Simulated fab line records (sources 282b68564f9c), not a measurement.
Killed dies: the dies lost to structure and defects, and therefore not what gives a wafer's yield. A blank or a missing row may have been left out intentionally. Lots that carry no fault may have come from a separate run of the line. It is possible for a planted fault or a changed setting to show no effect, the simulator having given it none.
fab line records	flow rit_cmos
record: lots: 6	wafers: 18	last_day: 7
route steps=202 shown GATE@79 FOX2@80 M1@202
lots with no fault: from the same line, run without faults
start_h: start of the lot's first displayed wafer, in hours after the record's first day	wait_h: hours since the lot's step before	" same as the row above	L1.1+2: a row that stands for several wafers	- no value, or no start was given	* or withheld: withheld	< > ~ a bound
route shown NAME@n: names a module that has steps shown in the file, with the first one's number in the route	usual: the fault-free wafers' mean and standard deviation	same: alike in all rows	chamber/n: place in a boat	sites: each site's reading	_std_site: their standard deviation	_edge_site: inner sites' mean taken away from outer sites' mean	radius_mm: for every site, how far away it sits from the centre of the wafer	mask NAME#n: copy n	behind: the most recent tool/chamber to have shaped the wafer	hold: why the lot went on hold/how many hours it stayed there/how the hold came to an end	device: the transistor (n, p or np) that didn't switch	end of line: the same wafers' tests at the end of the route	step lacking rows: just its recipe	killed: count of dies lost to structure and defects at first sort (not the wafer's yield)	map: the dies of a wafer, with x for killed, . for not killed, _ for no die there
set.NAME: the setting the step ran with; set.NAME@STEP: the setting that earlier step ran with	model.NAME: the simulator's own value behind a step, which no gauge read
certain route steps with their lots: each step a table, each wafer a row
services: from which hour (start_h, from the record's first day; less than 0 if before it) a tool's chamber was out of use, for how many hours, and why
== steps ==
step: RIT_GATE_CLEAN_04
recipe: chemistry: dHF	dilution: 50:1	time_s: 60	dry: n2_spin
step: RIT_FOX2_THK_MEAS_91
recipe: reads: SiO2_of_FOX2_OXIDATION_00
usual: FIELD_OXIDE_LEFT_2_THK: 257/6.4
lot.wafer	tool	chamber	start_h	wait_h	FIELD_OXIDE_LEFT_2_THK[nm]
L557.1	film_metro-04	-	33.85	0.0	269
L557.5	"	-	"	"	263
L557.6	"	-	"	"	264
L559.3	film_metro-03	-	41.93	0.0	256
L559.4	"	-	"	"	256
L559.6	"	-	"	"	257
L567.2	film_metro-04	-	82.22	0.0	244
L567.4	"	-	"	"	256
L567.5	"	-	"	"	258
L568.3	film_metro-04	-	87.31	0.0	260
L568.4	"	-	"	"	263
L568.6	"	-	"	"	255
L570.1	film_metro-03	-	97.33	0.0	254
L570.2	"	-	"	"	259
L570.3	"	-	"	"	255
L577.1	film_metro-04	-	132.65	0.0	253
L577.2	"	-	"	"	264
L577.3	"	-	"	"	261
step: RIT_GATE_OXIDATION_05
recipe: temp_c: 900	ambient: O2	target_thk_a: 30	ox_time_s: 270
step: RIT_GATE_ANNEAL_06
recipe: temp_c: 900	time_s: 600	ambient: N2O
step: RIT_GATE_THK_MEAS_07
recipe: reads: SiO2_of_GATE_OXIDATION_05
usual: GATE_OXIDE_THK: 3.02/0.075
lot.wafer	tool	chamber	start_h	wait_h	GATE_OXIDE_THK[nm]
L557.1	film_metro-01	-	35.23	0.0	2.80
L557.5	"	-	"	"	2.86
L557.6	"	-	"	"	2.88
L559.3	film_metro-01	-	45.39	0.0	3.11
L559.4	"	-	"	"	3.07
L559.6	"	-	"	"	2.97
L567.2	film_metro-01	-	84.87	0.0	2.93
L567.4	"	-	"	"	2.96
L567.5	"	-	"	"	2.95
L568.3	film_metro-04	-	89.07	0.0	2.90
L568.4	"	-	"	"	2.94
L568.6	"	-	"	"	2.96
L570.1	film_metro-04	-	100.61	0.0	3.15
L570.2	"	-	"	"	3.14
L570.3	"	-	"	"	3.13
L577.1	film_metro-04	-	134.04	0.0	3.12
L577.2	"	-	"	"	3.06
L577.3	"	-	"	"	3.04
step: RIT_GATE_CVD_08
recipe: material: poly-Si	target_thk_nm: 250	temp_c: 610	precursor: SiH4	time_s: 2220	pressure_mtorr: 300	sih4_flow_sccm: 100
step: RIT_GATE_THK_MEAS_09
recipe: reads: poly-Si_of_GATE_CVD_08
usual: GATE_POLY_THK: 249.3/2.6
lot.wafer	tool	chamber	start_h	wait_h	GATE_POLY_THK[nm]
L557.1	film_metro-01	-	36.91	0.0	249.5
L557.5	"	-	"	"	249.6
L557.6	"	-	"	"	247.6
L559.3	film_metro-03	-	47.07	0.0	246.4
L559.4	"	-	"	"	246.9
L559.6	"	-	"	"	249.3
L567.2	film_metro-01	-	86.87	0.0	248.8
L567.4	"	-	"	"	251.3
L567.5	"	-	"	"	250.6
L568.3	film_metro-01	-	90.75	0.0	250.5
L568.4	"	-	"	"	249.3
L568.6	"	-	"	"	247.9
L570.1	film_metro-01	-	102.29	0.0	244.9
L570.2	"	-	"	"	247.1
L570.3	"	-	"	"	249.0
L577.1	film_metro-01	-	135.71	0.0	255.0
L577.2	"	-	"	"	254.3
L577.3	"	-	"	"	254.0
step: RIT_GATE_HMDS_10
recipe: prime_time_s: 60	prime_temp_c: 140
step: RIT_GATE_COAT_11
recipe: resist: NOVOLAK	spin_rpm: 4196	resist_thk_nm: 850
step: RIT_GATE_SOFTBAKE_12
recipe: resist: NOVOLAK	temp_c: 90	time_s: 60
step: RIT_GATE_EXPOSE_13
recipe: mask_id: M6	na: 0.6	source_shape: conventional	sigma_outer: 0.6	target_cd_nm: 150	dose_mj: 380
step: RIT_GATE_PEB_14
recipe: resist: NOVOLAK	temp_c: withheld	time_s: withheld
step: RIT_GATE_DEVELOP_15
recipe: resist: NOVOLAK	develop_time_s: 50	dev_temp_c: 23
lot.wafer	tool	chamber	start_h	wait_h
L557.1+5+6	litho_track-04	0	37	-
L559.3+4+6	litho_track-01	0	48	-
L567.2+4+5	litho_track-04	0	87	-
L568.3+4+6	litho_track-04	0	91	-
L570.1+2+3	litho_track-03	0	103	-
L577.1+2+3	litho_track-03	0	136	-
step: RIT_GATE_CD_MEAS_16
recipe: target_cd_nm: 150
usual: cd_nm: 151.2/2.6
lot.wafer	tool	chamber	start_h	wait_h	cd_nm
L557.1	cd_sem-02	-	37.82	-	149.4
L557.5	"	-	"	"	148.9
L557.6	"	-	"	"	151.4
L559.3	cd_sem-02	-	48.25	-	149.3
L559.4	"	-	"	"	146.4
L559.6	"	-	"	"	146.4
L567.2	cd_sem-01	-	87.91	-	137.4
L567.4	"	-	"	"	136.9
L567.5	"	-	"	"	137.0
L568.3	cd_sem-01	-	91.68	-	139.5
L568.4	"	-	"	"	140.9
L568.6	"	-	"	"	137.9
L570.1	cd_sem-01	-	103.53	-	149.6
L570.2	"	-	"	"	148.7
L570.3	"	-	"	"	149.5
L577.1	cd_sem-02	-	136.62	-	147.7
L577.2	"	-	"	"	149.4
L577.3	"	-	"	"	147.0
step: RIT_GATE_OVL_MEAS_17
usual: GATE_OVL: 0.2/1.3
lot.wafer	tool	chamber	start_h	wait_h	GATE_OVL[nm]
L557.1	overlay-01	-	37.94	0.1	-0.6
L557.5	"	-	"	"	-0.4
L557.6	"	-	"	"	0.9
L559.3	overlay-01	-	48.34	0.1	-1.0
L559.4	"	-	"	"	-1.2
L559.6	"	-	"	"	-1.4
L567.2	overlay-01	-	88.02	0.1	1.7
L567.4	"	-	"	"	0.0
L567.5	"	-	"	"	-0.2
L568.3	overlay-02	-	91.77	0.1	-0.1
L568.4	"	-	"	"	0.0
L568.6	"	-	"	"	-0.3
L570.1	overlay-01	-	103.65	0.1	0.0
L570.2	"	-	"	"	-1.3
L570.3	"	-	"	"	0.0
L577.1	overlay-02	-	136.74	0.1	0.0
L577.2	"	-	"	"	0.8
L577.3	"	-	"	"	0.4
step: RIT_GATE_HARDBAKE_18
recipe: resist: NOVOLAK	temp_c: 140	time_s: 60
step: RIT_GATE_ETCH_19
recipe: chemistry: SF6/CHF3/O2	time_s: 165	SF6_flow_sccm: 30	CHF3_flow_sccm: 30	O2_flow_sccm: 5	target: poly-Si	pressure_mtorr: 40	rf_w: 160	target_depth_a: 3125	over_etch_frac: 0.25	stop_on: SiO2
usual: drypump_motor_current_A: 5.8/0.45	oes_product_au: 0.851/0.012	throttle_valve_pct: 10.26/0.12
same: over_etch_frac: 0.25	time_s: 165
lot.wafer	tool	chamber	start_h	wait_h	drypump_motor_current_A	oes_product_au	rf_hours_counter_h	throttle_valve_pct	model.GATE.cd_nm
L557.1	rie_si-01	0	38.13	0.1	6.4	0.850	2	10.27	149.3
L557.5	"	3	"	"	6.3	0.837	-	10.17	148.7
L557.6	"	0	"	"	6.4	0.850	-	10.26	151.4
L559.3	rie_si-01	3	48.51	0.1	6.3	0.834	116	10.17	149.3
L559.4	"	0	"	"	6.4	0.842	2	10.27	146.7
L559.6	"	3	"	"	6.3	0.845	-	10.16	146.6
L567.2	rie_si-01	1	88.20	0.1	6.2	0.861	57	10.02	137.4
L567.4	"	3	"	"	6.3	0.849	116	10.18	136.5
L567.5	"	3	"	"	6.2	0.846	-	10.18	136.9
L568.3	rie_si-02	0	92.16	0.1	5.1	0.846	152	10.28	139.6
L568.4	"	0	"	"	5.1	0.855	-	10.28	140.8
L568.6	"	3	"	"	5.4	0.859	-	10.28	137.8
L570.1	rie_si-02	2	104.03	0.1	5.9	0.835	2	10.30	149.6
L570.2	"	3	"	"	5.4	0.851	42	10.31	148.7
L570.3	"	0	"	"	5.1	0.847	152	10.29	149.4
L577.1	rie_si-01	3	136.93	0.1	6.2	0.859	117	10.16	147.9
L577.2	"	1	"	"	6.1	0.874	57	10.04	149.4
L577.3	"	0	"	"	6.4	0.860	2	10.27	146.9
step: RIT_GATE_STRIP_20
recipe: chemistry: O2	time_s: 180	resist: NOVOLAK	platen_temp_c: withheld	power_w: 500	pressure_mtorr: 4000	o2_flow_sccm: 4000
usual: drypump_motor_current_A: 5.9/0.49	o2_flow_sccm: 4001/12
same: time_s: 180
lot.wafer	tool	chamber	start_h	wait_h	drypump_motor_current_A	o2_flow_sccm	rf_hours_counter_h
L557.1	plasma_asher-01	0	38.23	0.1	6.3	4013	36
L557.5	"	0	"	"	6.3	4004	-
L557.6	"	1	"	"	6.1	4004	-
L559.3	plasma_asher-04	1	48.68	0.1	6.2	3995	-
L559.4	"	0	"	"	5.0	4031	-
L559.6	"	1	"	"	6.3	4003	-
L567.2	plasma_asher-04	1	88.31	0.1	6.2	3998	45
L567.4	"	0	"	"	5.0	4018	-
L567.5	"	0	"	"	5.0	4024	-
L568.3	plasma_asher-03	0	92.32	0.1	5.8	4008	-
L568.4	"	1	"	"	6.1	4005	-
L568.6	"	0	"	"	5.9	3997	-
L570.1	plasma_asher-04	0	104.14	0.1	5.0	3995	46
L570.2	"	1	"	"	6.3	3979	46
L570.3	"	1	"	"	6.2	3998	-
L577.1	plasma_asher-03	1	137.04	0.1	6.0	4008	51
L577.2	"	0	"	"	5.9	3988	51
L577.3	"	1	"	"	6.1	4017	-
step: RIT_M1_PROBE_99
usual: killed_at_M0_to_M3: 0.0/0.12	killed_at_contacts: 0.1/0.24	killed_at_front_end: 7/3.1	killed_dies: 7/3.1	killed_open: 3.6/2.1	killed_short: 3.2/2
same: gross_dies: 264	killed_at_M4_up: 0	killed_at_back_side: 0	killed_at_other: 0
lot.wafer	tool	chamber	start_h	wait_h	killed_at_M0_to_M3	killed_at_contacts	killed_at_front_end	killed_dies	killed_open	killed_short	model.etest.pmos_0p3.r_on_ohm_um	model.etest.pmos_0p15.r_on_ohm_um	model.etest.pmos_turned.r_on_ohm_um	model.etest.nmos_0p3.r_on_ohm_um	model.etest.nmos_0p15.r_on_ohm_um	model.etest.nmos_0p15.drive_ua_um	model.etest.pmos_0p15.drive_ua_um	model.etest.nmos_turned.drive_ua_um
L557.1	prober-02	-	57.93	0.1	0	0	4	4	2	2	6040	2689	3358	2083	1098	500	267.6	348.1
L557.5	prober-02	-	58.13	0.2	0	0	5	5	4	1	6065	2690	3367	2074	1072	493.4	264.6	347.1
L557.6	prober-02	-	58.18	0.2	0	0	8	8	3	5	6112	2800	3506	2097	1127	478.1	257.1	341.6
L559.3	prober-02	-	69.46	0.2	1	0	8	9	3	6	6420	2794	3466	2167	1101	476.6	248.9	348.4
L559.4	prober-02	-	69.51	0.2	0	0	9	9	6	3	6317	2690	3340	2123	1089	493.3	264.7	362.4
L559.6	prober-02	-	69.61	0.2	0	0	11	11	4	7	6346	2760	3439	2152	1126	486.8	259.8	348.5
L567.2	prober-02	-	110.17	0.1	0	1	6	7	3	4	5906	2465	3173	2001	988.4	551.4	292.6	381.3
L567.4	prober-02	-	110.27	0.2	0	0	8	8	5	2	5956	2462	3148	2013	1002	553.5	296.4	387.1
L567.5	prober-02	-	110.32	0.2	0	0	8	8	5	3	6053	2484	3144	2062	1009	548	292.6	380.8
L568.3	prober-01	-	115.21	0.2	0	0	12	12	8	3	5783	2444	3056	2053	1050	528.8	301	368.1
L568.4	prober-01	-	115.26	0.2	0	0	11	11	6	5	5860	2445	3050	2053	1055	521.6	298.2	367.8
L568.6	prober-01	-	115.36	0.2	0	0	8	8	2	4	5900	2448	3113	2052	1046	529.5	297	358.4
L570.1	prober-01	-	124.50	0.1	0	0	4	4	1	3	6669	2894	3594	2273	1184	444.8	239.9	320.3
L570.2	prober-01	-	124.55	0.1	0	0	8	8	4	4	6563	2833	3517	2237	1164	450.8	242.8	325.2
L570.3	prober-01	-	124.60	0.2	0	0	7	7	3	4	6478	2827	3501	2205	1162	452.5	252	326.1
L577.1	prober-02	-	157.48	0.1	0	0	5	5	3	2	6311	2692	3370	2203	1150	456.2	258.1	310.9
L577.2	prober-02	-	157.53	0.1	0	0	6	6	2	4	6310	2738	3402	2219	1163	447	257.1	300.7
L577.3	prober-02	-	157.58	0.2	0	0	12	12	6	6	6339	2685	3363	2212	1146	464.5	266.2	315.5
killed by level:class
L557.1 REOX:geometric_particle:short=1 SPACER:geometric_particle:open=1 SPACER:geometric_particle:short=1 SILICIDE:geometric_particle:open=1
L557.5 FOX1:geometric_particle:open=1 FOX2:geometric_particle:open=1 GATE:geometric_particle:short=1 GATE:geometric_particle:open=1 SILICIDE:geometric_particle:open=1
L557.6 FOX1:geometric_particle:short=2 GATE:geometric_particle:open=2 GATE:geometric_particle:short=1 REOX:geometric_particle:open=1 REOX:geometric_particle:short=1 SPACER:geometric_particle:short=1
L559.3 GATE:geometric_particle:short=2 GATE:geometric_particle:open=2 REOX:geometric_particle:short=1 SPACER:geometric_particle:short=1 SILICIDE:geometric_particle:short=1 SILICIDE:geometric_particle:open=1 M1:geometric_particle:short=1
L559.4 SPACER:geometric_particle:short=3 SILICIDE:geometric_particle:open=3 FOX2:geometric_particle:open=2 GATE:geometric_particle:open=1
L559.6 GATE:geometric_particle:short=4 GATE:geometric_particle:open=4 FOX1:geometric_particle:short=1 FOX2:geometric_particle:short=1 SILICIDE:geometric_particle:short=1
L567.2 GATE:geometric_particle:open=2 GATE:geometric_particle:short=2 SPACER:geometric_particle:short=2 CONTACT:geometric_particle:open=1
L567.4 GATE:geometric_particle:open=3 FOX2:geometric_particle:short=1 SPACER:geometric_particle:open=1 SPACER:geometric_particle:short=1 SILICIDE:geometric_particle:open=1 GATE:area_develop=1
L567.5 GATE:geometric_particle:short=2 GATE:geometric_particle:open=2 SILICIDE:geometric_particle:open=2 FOX2:geometric_particle:open=1 SILICIDE:geometric_particle:short=1
L568.3 FOX1:geometric_particle:open=4 GATE:geometric_particle:open=2 REOX:geometric_particle:short=2 FOX2:geometric_particle:short=1 SPACER:geometric_particle:open=1 SILICIDE:geometric_particle:open=1 GATE:area_develop=1
L568.4 GATE:geometric_particle:short=3 FOX1:geometric_particle:open=2 REOX:geometric_particle:open=2 FOX1:geometric_particle:short=1 GATE:geometric_particle:open=1 SILICIDE:geometric_particle:open=1 SILICIDE:geometric_particle:short=1
L568.6 GATE:area_develop=2 GATE:geometric_particle:short=1 GATE:geometric_particle:open=1 REOX:geometric_particle:short=1 SPACER:geometric_particle:open=1 SPACER:geometric_particle:short=1 SILICIDE:geometric_particle:short=1
L570.1 FOX1:geometric_particle:short=1 GATE:geometric_particle:short=1 GATE:geometric_particle:open=1 SILICIDE:geometric_particle:short=1
L570.2 GATE:geometric_particle:open=4 GATE:geometric_particle:short=4
L570.3 GATE:geometric_particle:short=2 SPACER:geometric_particle:short=2 FOX1:geometric_particle:open=1 GATE:geometric_particle:open=1 SILICIDE:geometric_particle:open=1
L577.1 GATE:geometric_particle:open=2 GATE:geometric_particle:short=1 REOX:geometric_particle:short=1 SILICIDE:geometric_particle:open=1
L577.2 FOX2:geometric_particle:short=2 FOX2:geometric_particle:open=1 GATE:geometric_particle:open=1 REOX:geometric_particle:short=1 SPACER:geometric_particle:short=1
L577.3 FOX1:geometric_particle:open=3 REOX:geometric_particle:short=3 GATE:geometric_particle:open=2 FOX1:geometric_particle:short=1 REOX:geometric_particle:open=1 SPACER:geometric_particle:short=1 SILICIDE:geometric_particle:short=1
== services ==
tool	chamber	start_h	hours	kind
plasma_asher-03	-	45.88	4.0	pm
rie_si-02	-	69.16	2.8	pm
rie_si-01	1	69.78	8.5	repair
rie_si-02	1	86.79	-	clean
rie_si-02	1	86.79	19.3	scheduled_down
rie_si-02	1	86.79	19.3	vent_cycle
rie_si-02	0	106.06	-	clean
rie_si-02	0	106.06	17.5	scheduled_down
rie_si-02	0	106.06	17.5	vent_cycle
plasma_asher-03	-	108.71	1.9	repair
plasma_asher-01	-	108.75	9.0	pm
plasma_asher-01	0	108.75	9.0	vent_cycle
plasma_asher-01	1	108.75	9.0	vent_cycle
plasma_asher-01	-	115.26	0.9	repair
plasma_asher-01	0	117.75	-	clean
plasma_asher-01	1	117.75	-	clean
plasma_asher-03	-	130.36	2.8	pm
== key ==
first_sign: step: RIT_GATE_CD_MEAS_16	reading: cd_nm	direction: down	sigmas: 5	usual: 151.2	struck: 138.3	through: control_loop
effect none on later readings
model_effect: step: RIT_GATE_ETCH_19	value: GATE.cd_nm	without: 149.9	struck: 138.1
model_effect: step: RIT_M1_PROBE_99	value: etest.pmos_0p3.r_on_ohm_um	without: 6194	struck: 5910
met_at RIT_GATE_DEVELOP_15
struck_wafers L567.2,L567.4,L567.5,L568.3,L568.4,L568.6
tester_left_out L567,L568
loop_trim: step: RIT_GATE_EXPOSE_13	setting: dose	lots: L568
onset_between 37 87
fault: kind: process_parameter_drift	tool: litho_track-04	chamber: -	onset_h: 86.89	steps: RIT_GATE_DEVELOP_15	channel: develop_time_s	offset: *	shape: step	end_h: 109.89	acts_in: *	stated: *
tester_left_out: of these lots the tester's yield and bins aren't shown, on N5 and GAA mostly nor the transistor test; their killed dies are dies lost to structure and defects alone, not to doping, threshold or leakage, so they don't give the yield
loop_trim: a control loop set the setting to another value than it would have without faults
